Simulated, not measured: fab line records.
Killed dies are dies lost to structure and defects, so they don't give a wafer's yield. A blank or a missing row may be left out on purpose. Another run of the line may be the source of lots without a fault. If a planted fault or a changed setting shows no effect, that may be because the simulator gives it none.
Problem report in the 8D (eight disciplines) form, filled by code || flow berkeleyCmos170 || the parts of the form that need people (team, actions taken, sign-off) are left out

## 1. WHAT IS WRONG
PWELL_NITRIDE_THK at UCB170_PWELL_THK_MEAS_06 reads a mean of 110.1 nm on 3 wafers of 1 lot; wafers without a fault read 218.9 nm with a standard deviation of 1.9. That is -57 standard deviations from the usual mean.
First observed at day 5 11:47: wafer L145.2, on filmMetro-03. The record holds 36 wafers of 12 lots with a number at this step. By rule, "out" or "out of limits" means more than 4 standard deviations away from the usual mean. Any other wafer with a number is counted as sound.

## 2. WHAT IT IS; WHAT IT IS NOT
{"question": "which readings at this step", "is": "PWELL_NITRIDE_THK", "is not": "-"}
{"question": "which lots", "is": "L145", "is not": "L136, L137, L138, L139, L140, L143, L155, L156, L157, L158, L159"}
{"question": "which wafers of those lots", "is": "all that have a number", "is not": "-"}
{"question": "read on which gauges", "is": "filmMetro-03", "is not": "filmMetro-02, filmMetro-04"}
{"question": "when", "is": "from day 5 11:47", "is not": "up to then (18 sound wafers); but 15 sound wafers of L155, L156, L157, L158, L159 came after"}

## 3. THE SUSPECTS, EACH WITH WHAT RULES IT OUT
Counting: a tool at any process step up to the reading remains a suspect when it ran all the lots that are out and ran no sound lot after the first of those.
- ruled out: the gauge at UCB170_PWELL_THK_MEAS_06. All the wafers that are out were read on filmMetro-03, but those of them that UCB170_PWELL_ETCH_14 has rows for are out there too, on other tools.
- lpcvd-02 at UCB170_PWELL_CVD_05 (deposits Si3N4 from SiH2Cl2/NH3, target thk 220 nm, time 3300 s): kept. It ran the lot that is out, L145 (day 5 09:52), and no sound lot after that; its last sound lot up to then is L143 (day 4 06:36).
After counting, what remains is lpcvd-02 at UCB170_PWELL_CVD_05.

## 4. THE CAUSE (what the simulator had put in)
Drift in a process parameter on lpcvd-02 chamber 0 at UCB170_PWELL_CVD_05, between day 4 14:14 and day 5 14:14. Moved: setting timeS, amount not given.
Only this tool survived the counting.

## 5. THE EFFECT CHAIN, in route order
Each row: a reading where the mean over the struck wafers with a number is more than 3 standard deviations away from the usual. Scope: only readings with a usual standard deviation given in the record; hours: median across lots of the time from each lot's start at the first step in this table that gives one to its start at this step; sigmas: change in usual standard deviations.
{"hours": 0, "step": "UCB170_PWELL_THK_MEAS_06", "reading": "PWELL_NITRIDE_THK", "usual": "218.9 nm", "on struck wafers": 110.1, "change": -108.8, "sigmas": -57}
{"hours": 2, "step": "UCB170_PWELL_ETCH_14", "reading": "oesProductAu", "usual": "0.937 a.u.", "on struck wafers": 0.654, "change": -0.283, "sigmas": -17}
Process steps it contains:
- UCB170_PWELL_ETCH_14: etches Si3N4 in CH3F/Ar/O2, stops on SiO2, target depth 242 nm, time 151 s.
Readings that are blank on the struck wafers while sound wafers have them: susceptorTempC at UCB170_PWELL_CVD_05.
At these later measuring or inspecting steps, every struck wafer for which the step has a row has a number for every such reading, and none has moved that far: UCB170_FIELD_THK_MEAS_90, UCB170_PLDD_CD_MEAS_06.

## 6. WHAT WOULD HAVE CAUGHT IT SOONER
Counted from the fault's start at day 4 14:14, it took 22 hours until the first out-of-limits reading at a measuring or inspecting step in this record, taken at day 5 11:47.
Lots out: 1; all had begun UCB170_PWELL_CVD_05 on lpcvd-02 by day 5 11:47. Holding the tool at that point would not have protected any of them.
